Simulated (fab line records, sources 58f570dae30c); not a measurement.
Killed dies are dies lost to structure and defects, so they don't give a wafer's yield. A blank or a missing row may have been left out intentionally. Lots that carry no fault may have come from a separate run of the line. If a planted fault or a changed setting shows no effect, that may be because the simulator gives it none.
fab line records + flow berkeley_cmos170
[record]
- lots = 6
- wafers = 18
- last_day = 13
route steps=331 shown PWELL@44 WELLDRIVE@55
lots that met no fault: from a run of the same line without faults
start_h: start of the lot's first displayed wafer, in hours after the record's first day + wait_h: how many hours have passed since the lot's step before this one + " repeats the value in the row above + L1.1+2: one row covering several wafers at once + - value missing, or start not given + * or withheld: withheld + < > ~ a bound
route shown NAME@n: a module of which the file shows steps, and the number in the route of the first + usual: the fault-free wafers' mean and standard deviation + same: alike in all rows + chamber/n: place in a boat + sites: each site's reading + _std_site: standard deviation across them + _edge_site: outer sites' mean less inner sites' + radius_mm: for every site, how far away it sits from the centre of the wafer + mask NAME#n: copy n + behind: the tool/chamber that last shaped the wafer + hold: why the lot went on hold/how many hours it stayed there/how the hold came to an end + device: the n, p or np transistor that did not switch + end of line: the tests these same wafers got at the end of their route + step lacking rows: just its recipe + killed: count of dies lost to structure and defects at first sort (not the wafer's yield) + map: per-die view of a wafer (x killed, . not killed, _ where there is no die)
set.NAME: the setting that was run; set.NAME@STEP: the one run at that earlier step + model.NAME: the simulator's own value behind a step, which no gauge read
a table for each step, a row for each wafer; lots at some steps of the route
services: the hour from which a tool's chamber was out of use, counted from the record's first day as start_h (under 0 if before that day), plus the number of hours and why
[[steps]]
[step UCB170_PWELL_EXPOSE_10]
[recipe]
- mask_id = PWELL
- target_cd_nm = 3000
- na = 0.5
- sigma_outer = 0.6
- source_shape = conventional
- dose_mj = 19
[step UCB170_PWELL_PEB_11]
[recipe]
- peb_temp_c = 130
- peb_time_s = withheld
- resist = KrF
[step UCB170_PWELL_DEVELOP_12]
[recipe]
- developer = TMAH
- develop_time_s = 45
- resist = KrF
- dev_temp_c = 21
[step UCB170_PWELL_OVL_MEAS_13]
[usual]
- PWELL_OVL = 2/5.3
| lot.wafer | tool       | chamber | start_h | wait_h | PWELL_OVL[nm] |
|-----------|------------|---------|---------|--------|---------------|
| L604.3    | overlay-02 | -       | 83.66   | -      | 5             |
| L604.4    | "          | -       | "       | "      | -4            |
| L604.5    | "          | -       | "       | "      | 2             |
| L605.1    | overlay-02 | -       | 91.60   | -      | -2            |
| L605.2    | "          | -       | "       | "      | -8            |
| L605.5    | "          | -       | "       | "      | 9             |
| L611.3    | overlay-01 | -       | 118.70  | -      | -3            |
| L611.4    | "          | -       | "       | "      | -3            |
| L611.5    | "          | -       | "       | "      | 0             |
| L610.1    | overlay-01 | -       | 119.21  | -      | 9             |
| L610.3    | "          | -       | "       | "      | 8             |
| L610.6    | "          | -       | "       | "      | 5             |
| L613.2    | overlay-01 | -       | 130.41  | -      | 10            |
| L613.3    | "          | -       | "       | "      | 3             |
| L613.4    | "          | -       | "       | "      | 0             |
| L621.2    | overlay-01 | -       | 167.44  | -      | 14            |
| L621.4    | "          | -       | "       | "      | 5             |
| L621.5    | "          | -       | "       | "      | 12            |
[step UCB170_PWELL_ETCH_14]
[recipe]
- chemistry = CH3F/Ar/O2
- target = Si3N4
- stop_on = SiO2
- CH3F_flow_sccm = 20
- Ar_flow_sccm = 50
- O2_flow_sccm = 7
- pressure_mtorr = 50
- rf_w = 450
- target_depth_a = 2420
- over_etch_frac = 0.1
- time_s = 151
[usual]
- drypump_motor_current_A = 5.68/0.28
- oes_product_au = 0.944/0.015
- throttle_valve_pct = 8.07/0.14
| lot.wafer | tool        | chamber | start_h | wait_h | drypump_motor_current_A | oes_product_au | rf_hours_counter_h | throttle_valve_pct |
|-----------|-------------|---------|---------|--------|-------------------------|----------------|--------------------|--------------------|
| L604.3    | rie_diel-04 | 1       | 83.68   | 0.0    | 5.36                    | 0.932          | 109                | 7.84               |
| L604.4    | "           | 2       | "       | "      | 5.76                    | 0.958          | -                  | 7.83               |
| L604.5    | "           | 1       | "       | "      | 5.38                    | 0.936          | -                  | 7.83               |
| L605.1    | rie_diel-01 | 1       | 91.64   | 0.0    | 5.58                    | 0.960          | 29                 | 8.12               |
| L605.2    | "           | 3       | "       | "      | 5.73                    | 0.958          | 59                 | 8.26               |
| L605.5    | "           | 3       | "       | "      | 5.72                    | 0.963          | -                  | 8.27               |
| L611.3    | rie_diel-02 | 2       | 118.72  | 0.0    | 6.07                    | 0.935          | 12                 | 8.08               |
| L611.4    | "           | 3       | "       | "      | 5.76                    | 0.929          | 79                 | 8.00               |
| L611.5    | "           | 3       | "       | "      | 5.77                    | 0.915          | -                  | 8.02               |
| L610.1    | rie_diel-01 | 2       | 119.24  | 0.0    | 5.52                    | 0.953          | 114                | 8.15               |
| L610.3    | "           | 1       | "       | "      | 5.60                    | 0.979          | 31                 | 8.11               |
| L610.6    | "           | 1       | "       | "      | 5.61                    | 0.971          | -                  | 8.09               |
| L613.2    | rie_diel-02 | 0       | 130.44  | 0.0    | 5.84                    | 0.939          | 9                  | 8.11               |
| L613.3    | "           | 2       | "       | "      | 6.07                    | 0.939          | 12                 | 8.09               |
| L613.4    | "           | 1       | "       | "      | 5.02                    | 0.929          | 108                | 8.00               |
| L621.2    | rie_diel-02 | 0       | 167.47  | 0.0    | 5.83                    | 0.944          | 11                 | 8.10               |
| L621.4    | "           | 2       | "       | "      | 6.11                    | 0.935          | 14                 | 8.08               |
| L621.5    | "           | 2       | "       | "      | 6.07                    | 0.947          | -                  | 8.09               |
[step UCB170_PWELL_IMPLANT_15]
[recipe]
- species = B
- dose_cm2 = 5e+12
- energy_kev = 60
- tilt_deg = 7
[step UCB170_PWELL_STRIP_16]
[recipe]
- chemistry = O2
- power_w = 400
- pressure_mtorr = 3500
- platen_temp_c = withheld
- o2_flow_sccm = 400
- overash_fraction = 0.5
[usual]
- drypump_motor_current_A = 5.7/0.42
- oes_product_au = 0.721/0.0046
- strip_time_to_endpoint_s = 18.07/0.1
| lot.wafer | tool            | chamber | start_h | wait_h | drypump_motor_current_A | oes_product_au | rf_hours_counter_h | strip_time_to_endpoint_s |
|-----------|-----------------|---------|---------|--------|-------------------------|----------------|--------------------|--------------------------|
| L604.3    | plasma_asher-02 | 1       | 83.97   | 0.1    | 5.5                     | 0.710          | -                  | 18.06                    |
| L604.4    | "               | 0       | "       | "      | 6.2                     | 0.721          | -                  | 18.15                    |
| L604.5    | "               | 1       | "       | "      | 5.4                     | 0.722          | -                  | 18.06                    |
| L605.1    | plasma_asher-03 | 0       | 91.89   | 0.1    | 5.3                     | 0.718          | 29                 | 17.92                    |
| L605.2    | "               | 1       | "       | "      | 6.4                     | 0.721          | 29                 | 18.02                    |
| L605.5    | "               | 1       | "       | "      | 6.4                     | 0.733          | -                  | 17.99                    |
| L611.3    | plasma_asher-03 | 0       | 119.01  | 0.1    | 5.2                     | 0.718          | -                  | 18.00                    |
| L611.4    | "               | 1       | "       | "      | 6.4                     | 0.716          | -                  | 17.96                    |
| L611.5    | "               | 1       | "       | "      | 6.4                     | 0.719          | -                  | 17.87                    |
| L610.1    | plasma_asher-02 | 0       | 119.49  | 0.1    | 6.2                     | 0.725          | 42                 | 18.08                    |
| L610.3    | "               | 1       | "       | "      | 5.5                     | 0.715          | -                  | 18.03                    |
| L610.6    | "               | 0       | "       | "      | 6.2                     | 0.723          | -                  | 18.15                    |
| L613.2    | plasma_asher-01 | 0       | 130.69  | 0.1    | 5.5                     | 0.729          | 41                 | 18.24                    |
| L613.3    | "               | 1       | "       | "      | 5.7                     | 0.723          | -                  | 18.24                    |
| L613.4    | "               | 0       | "       | "      | 5.5                     | 0.724          | -                  | 18.30                    |
| L621.2    | plasma_asher-01 | 1       | 167.72  | 0.1    | 5.7                     | 0.722          | 44                 | 18.23                    |
| L621.4    | "               | 1       | "       | "      | 5.7                     | 0.726          | -                  | 18.15                    |
| L621.5    | "               | 1       | "       | "      | 5.7                     | 0.716          | -                  | 18.11                    |
[step UCB170_PWELL_TW_MEAS_17]
[usual]
- PWELL_TW = 374.9/2.2
| lot.wafer | tool          | chamber | start_h | wait_h | PWELL_TW |
|-----------|---------------|---------|---------|--------|----------|
| L604.3    | film_metro-01 | -       | 84.05   | 0.1    | 376.4    |
| L604.4    | "             | -       | "       | "      | 376.1    |
| L604.5    | "             | -       | "       | "      | 376.7    |
| L605.1    | film_metro-03 | -       | 91.99   | 0.1    | 374.0    |
| L605.2    | "             | -       | "       | "      | 374.4    |
| L605.5    | "             | -       | "       | "      | 376.1    |
| L611.3    | film_metro-01 | -       | 119.10  | 0.1    | 377.2    |
| L611.4    | "             | -       | "       | "      | 377.3    |
| L611.5    | "             | -       | "       | "      | 375.8    |
| L610.1    | film_metro-01 | -       | 119.59  | 0.1    | 376.1    |
| L610.3    | "             | -       | "       | "      | 375.5    |
| L610.6    | "             | -       | "       | "      | 377.2    |
| L613.2    | film_metro-03 | -       | 130.80  | 0.1    | 375.8    |
| L613.3    | "             | -       | "       | "      | 376.8    |
| L613.4    | "             | -       | "       | "      | 375.9    |
| L621.2    | film_metro-01 | -       | 167.83  | 0.1    | 374.4    |
| L621.4    | "             | -       | "       | "      | 374.0    |
| L621.5    | "             | -       | "       | "      | 374.0    |
[step UCB170_PWELL_CLEAN_18]
[recipe]
- chemistry = SPM
- temp_c = 120
- time_s = 600
[step UCB170_PWELL_WET_ETCH_19]
[recipe]
- chemistry = H3PO4
- target = Si3N4
- temp_c = 160
- time_s = 14400
[step UCB170_PWELL_WET_ETCH_20]
[recipe]
- chemistry = BOE
- dilution = 5:1
- target = SiO2
- temp_c = 25
- time_s = 22
[step UCB170_WELLDRIVE_CLEAN_00]
[recipe]
- chemistry = SPM
- temp_c = 120
- time_s = 600
[step UCB170_WELLDRIVE_OXIDATION_01]
[recipe]
- temp_c = 1100
- ambient = O2
- target_thk_a = 1990
- ox_time_s = 9000
[usual]
- ox_temp_c = 1100.0/0.5
- ox_temp_c_max = 1106.3/2.5
- spike_tc_centre_C = 1102.9/1.6
- zone_power_load_pct = 46/5.2
| lot.wafer | tool       | chamber | start_h | wait_h | ox_temp_c | ox_temp_c_max | spike_tc_centre_C | zone_power_load_pct |
|-----------|------------|---------|---------|--------|-----------|---------------|-------------------|---------------------|
| L604.3    | furnace-04 | -       | 97.79   | 6.1    | -         | -             | -                 | -                   |
| L604.4    | "          | -       | "       | "      | -         | -             | -                 | -                   |
| L604.5    | "          | -       | "       | "      | -         | -             | -                 | -                   |
| L605.1    | furnace-04 | -       | 97.79   | 0.9    | -         | -             | -                 | -                   |
| L605.2    | "          | -       | "       | "      | -         | -             | -                 | -                   |
| L605.5    | "          | -       | "       | "      | -         | -             | -                 | -                   |
| L610.1    | furnace-04 | 0       | 126.55  | 0.2    | 1100.4    | 1108.1        | 1104.9            | 43                  |
| L610.3    | "          | 0       | "       | "      | 1100.0    | 1106.6        | 1104.1            | 43                  |
| L610.6    | "          | 0       | "       | "      | 1100.1    | 1107.3        | 1104.9            | 44                  |
| L611.3    | furnace-04 | 0       | 126.55  | 2.7    | 1100.1    | 1109.7        | 1102.6            | 43                  |
| L611.4    | "          | 0       | "       | "      | 1100.3    | 1108.4        | 1101.3            | 44                  |
| L611.5    | "          | 0       | "       | "      | 1100.5    | 1108.1        | 1105.1            | 43                  |
| L613.2    | furnace-01 | 0       | 139.97  | 4.7    | 1099.2    | 1102.8        | 1103.2            | 37                  |
| L613.3    | "          | 0       | "       | "      | 1100.7    | 1105.1        | 1101.8            | 37                  |
| L613.4    | "          | 0       | "       | "      | 1100.2    | 1103.4        | 1103.1            | 37                  |
| L621.2    | furnace-02 | 0       | 179.07  | 6.7    | 1100.2    | 1104.0        | 1101.9            | 52                  |
| L621.4    | "          | 0       | "       | "      | 1099.7    | 1103.3        | 1101.5            | 52                  |
| L621.5    | "          | 0       | "       | "      | 1100.1    | 1103.0        | 1101.8            | 53                  |
[[services]]
| tool            | chamber | start_h | hours | kind           |
|-----------------|---------|---------|-------|----------------|
| rie_diel-02     | -       | 64.65   | 1.3   | repair         |
| rie_diel-04     | 3       | 74.50   | -     | clean          |
| rie_diel-04     | 3       | 74.50   | 20.3  | scheduled_down |
| rie_diel-04     | 3       | 74.50   | 20.3  | vent_cycle     |
| rie_diel-01     | 2       | 76.10   | 27.4  | repair         |
| furnace-02      | -       | 98.76   | 4.2   | pm             |
| rie_diel-04     | 1       | 111.21  | 22.9  | repair         |
| furnace-01      | -       | 111.26  | 3.6   | pm             |
| plasma_asher-01 | -       | 132.83  | 4.1   | repair         |
| plasma_asher-01 | -       | 136.60  | 0.7   | repair         |
| furnace-04      | -       | 162.63  | 33.1  | pm             |
| rie_diel-01     | -       | 170.96  | 4.3   | pm             |
[[key]]
[first_sign]
- step = UCB170_WELLDRIVE_OXIDATION_01
- reading = tool_record
- direction = missing
effect none on later readings
met_at UCB170_WELLDRIVE_OXIDATION_01
struck_wafers L604.3,L604.4,L604.5,L605.1,L605.2,L605.5
later_rows_left_out L604.3,L604.4,L604.5,L605.1,L605.2,L605.5
sort_left_out L604.3,L604.4,L604.5,L605.1,L605.2,L605.5
tester_left_out L604,L605
[fault]
- kind = skipped_step_whole
- tool = furnace-04
- chamber = -
- onset_h = 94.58
- steps = UCB170_WELLDRIVE_OXIDATION_01
- scope = struck_lots_only
// tester_left_out: of these lots the tester's yield and bins aren't shown, on N5 and GAA mostly nor the transistor test; their killed dies are dies lost to structure and defects alone, not to doping, threshold or leakage, so they don't give the yield
// sort_left_out: the simulated sort isn't trusted on such a fault, so these wafers' sort isn't shown, and their yield isn't known
// later_rows_left_out: the simulator's readings of these wafers behind a module that went badly wrong aren't trusted and aren't shown, but for the sort
